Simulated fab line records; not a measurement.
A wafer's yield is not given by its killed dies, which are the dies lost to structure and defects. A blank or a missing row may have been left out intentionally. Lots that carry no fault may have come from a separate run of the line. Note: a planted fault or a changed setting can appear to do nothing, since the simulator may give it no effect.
Comparing a struck lot with a sound one | flow rit-cmos | 44 out of 202 route steps
Sound: these wafers, L842.2, L842.4, L842.6. Wafers struck: L848.1, L848.2, L848.4. The cause is named last.
Each step with rows lists, per side, the tool, then ch with its chambers, then its first start. Under that, the readings that differ: sound wafers | struck wafers | difference of the means | sigmas: that difference in standard deviations of wafers without a fault.
alike: a reading whose means differ by less than 2 such deviations, as well as words and numbers matching on both sides. not compared: withheld readings; readings where some wafer has no value; bounds like >300 that might hide an equal value; numbers whose values overlap and for which the record gives no deviation.
A row with sigmas, a row that says differs or no value, or rows on one side alone: a step with any of these is where the two part. When numbers do not overlap yet have no deviation, they are printed without sigmas and do not part them. Lack of a reading on every wafer of one side parts them only where that side has two or more wafers.

first, 3 steps without rows for these wafers: RIT_REOX_CLEAN_01 (cleans in dHF, time 30 s); RIT_REOX_CLEAN_02 (cleans in SC2, time 600 s); RIT_REOX_OXIDATION_03 (target thk 25.2 nm, ox time 5580 s).
RIT_REOX_THK_MEAS_04:
  struck on film-metro-03, day 4 19:22; sound on film-metro-03, day 3 21:04
  alike: REOX_OXIDE_THK
then, 6 steps without rows for these wafers: RIT_NLDD_HMDS_00 (prime time 60 s); RIT_NLDD_COAT_01 (resist thk 1000 nm); RIT_NLDD_SOFTBAKE_02 (time 60 s); RIT_NLDD_EXPOSE_03 (exposes mask M7, target cd 40700 nm); RIT_NLDD_PEB_04; RIT_NLDD_DEVELOP_05 (develop time 50 s).
RIT_NLDD_OVL_MEAS_06:
  struck on overlay-01, day 4 20:30; sound on overlay-01, day 3 21:58
  alike: NLDD_OVL
then, 1 step without rows for these wafers: RIT_NLDD_HARDBAKE_07 (time 60 s).
RIT_NLDD_IMPLANT_08:
  sound on implanter-02 ch 0, day 3 22:11; struck on implanter-02 ch 0, day 4 20:41
  reading                   | sound                | struck               | difference | sigmas
  beam-energy-keV           | 20.004 19.997 19.998 | 25.998 26.004 25.997 | +6.000     | +99 or more
  model.implant.rp-nm (nm)  | 27.97 27.97 27.97    | 34.09 34.09 34.09    | +6.12      |
  model.implant.drp-nm (nm) | 12.97 12.97 12.97    | 15.19 15.19 15.19    | +2.22      |
RIT_NLDD_STRIP_09: strips in O2, time 180 s.
  sound on plasma-asher-03 ch 0,1, day 3 22:18; struck on plasma-asher-02 ch 0,1, day 4 20:50
  alike: drypump-motor-current-A
  not compared: rf-hours-counter-h
RIT_NLDD_TW_MEAS_10:
  struck on film-metro-01, day 4 21:01; sound on film-metro-01, day 3 22:29
  reading | sound          | struck         | difference | sigmas
  NLDD_TW | 2482 2472 2482 | 2683 2688 2696 | +210       | +7
then, 6 steps without rows for these wafers: RIT_PLDD_HMDS_00 (prime time 60 s); RIT_PLDD_COAT_01 (resist thk 1000 nm); RIT_PLDD_SOFTBAKE_02 (time 60 s); RIT_PLDD_EXPOSE_03 (exposes mask M8, target cd 40900 nm); RIT_PLDD_PEB_04; RIT_PLDD_DEVELOP_05 (develop time 50 s).
RIT_PLDD_OVL_MEAS_06:
  struck on overlay-01, day 4 21:55; sound on overlay-02, day 3 23:35
  alike: PLDD_OVL
then, 2 steps without rows for these wafers: RIT_PLDD_HARDBAKE_07 (time 60 s); RIT_PLDD_IMPLANT_08.
RIT_PLDD_STRIP_09: strips in O2, time 180 s.
  sound on plasma-asher-01 ch 0,1, day 4 00:01; struck on plasma-asher-01 ch 0,1, day 4 22:16
  alike: drypump-motor-current-A
  not compared: rf-hours-counter-h
RIT_PLDD_TW_MEAS_10:
  struck on film-metro-03, day 4 22:26; sound on film-metro-01, day 4 00:13
  alike: PLDD_TW
then, 4 steps without rows for these wafers: RIT_SPACER_CLEAN_00 (cleans in SC1, time 600 s); RIT_SPACER_CLEAN_01 (cleans in dHF, time 30 s); RIT_SPACER_CLEAN_02 (cleans in SC2, time 600 s); RIT_SPACER_CVD_03 (deposits Si3N4 from SiH2Cl2/NH3, target thk 250 nm, time 3300 s).
RIT_SPACER_THK_MEAS_04:
  struck on film-metro-03, day 5 00:47; sound on film-metro-04, day 4 02:33
  alike: SPACER_NITRIDE_THK
RIT_SPACER_ETCHBACK_05: etches Si3N4 in SF6/CHF3, stops on SiO2, target depth 250 nm, time 240 s.
  sound on rie-diel-02 ch 0,1,3, day 4 02:36; struck on rie-diel-03 ch 0,1,3, day 5 00:50
  reading               | sound             | struck            | difference | sigmas
  oes-product-au (a.u.) | 0.823 0.828 0.822 | 0.869 0.849 0.860 | +0.035     | +3
  alike: SF6_flow_sccm, drypump-motor-current-A, throttle-valve-pct
  not compared: rf-hours-counter-h
then, 6 steps without rows for these wafers: RIT_NSD_HMDS_00 (prime time 60 s); RIT_NSD_COAT_01 (resist thk 1000 nm); RIT_NSD_SOFTBAKE_02 (time 60 s); RIT_NSD_EXPOSE_03 (exposes mask M9, target cd 40700 nm); RIT_NSD_PEB_04; RIT_NSD_DEVELOP_05 (develop time 50 s).
RIT_NSD_OVL_MEAS_06:
  struck on overlay-02, day 5 01:59; sound on overlay-02, day 4 03:44
  alike: NSD_OVL
then, 2 steps without rows for these wafers: RIT_NSD_HARDBAKE_07 (time 60 s); RIT_NSD_IMPLANT_08.
RIT_NSD_STRIP_09: strips in O2, time 180 s.
  sound on plasma-asher-01 ch 0,1, day 4 04:04; struck on plasma-asher-04 ch 0,1, day 5 02:20
  alike: drypump-motor-current-A
  not compared: rf-hours-counter-h
RIT_SDANNEAL_RS_MEAS_07: measurement is done with a four-point probe.
  struck on film-metro-01, day 5 04:48; sound on film-metro-02, day 4 07:01
  reading          | sound             | struck            | difference | sigmas
  NLDD_RS (ohm/sq) | 151.7 151.5 152.5 | 146.5 146.1 146.3 | -5.6       | -11
RIT_M1_PROBE_99:
  struck on prober-01, day 5 12:40; sound on prober-01, day 4 14:11
  reading                                 | sound                | struck               | difference | sigmas
  model.etest.nldd.rs-ohm-sq              | 378.4 378.6 386.1    | 290.1 286.5 279.7    | -95.6      |
  model.etest.nmos_0p15.r-on-ohm-um       | 1111 1161 1147       | 1110 1075 1020       | -71        |
  model.etest.nldd.line-ohm-um            | 119.4 117.4 119.5    | 90.8 89.69 86.88     | -29.6      |
  model.etest.nmos_0p3.off-log10-a-um     | -13.11 -13.1 -13.02  | -13.3 -13.15 -13.29  | -0.2       |
  model.etest.nmos-turned.isub-log10-a-um | -7.195 -7.187 -7.149 | -7.019 -7.111 -6.916 | +0.162     |
  model.etest.diode-nplus-pwell.bv-v (V)  | 5.96 5.929 5.916     | 6.088 6.082 6.128    | +0.164     |
  model.etest.diode-nplus-pwell.cj-ff-um2 | 2.059 2.087 2.077    | 2.034 2.022 1.977    | -0.063     |
  alike: killed-at-front-end, killed-dies, killed-open, killed-short
  not compared: model.etest.nmos_0p15.isub-log10-a-um

## WHERE THEY PART
First at RIT_NLDD_IMPLANT_08; last, within this record, at RIT_SDANNEAL_RS_MEAS_07. Later steps at which nothing parts them and some readings are alike: RIT_M1_PROBE_99.

WHY: whatever the simulator had introduced
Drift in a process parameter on implanter-02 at RIT_NLDD_IMPLANT_08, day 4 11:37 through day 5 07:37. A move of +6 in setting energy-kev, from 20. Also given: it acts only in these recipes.
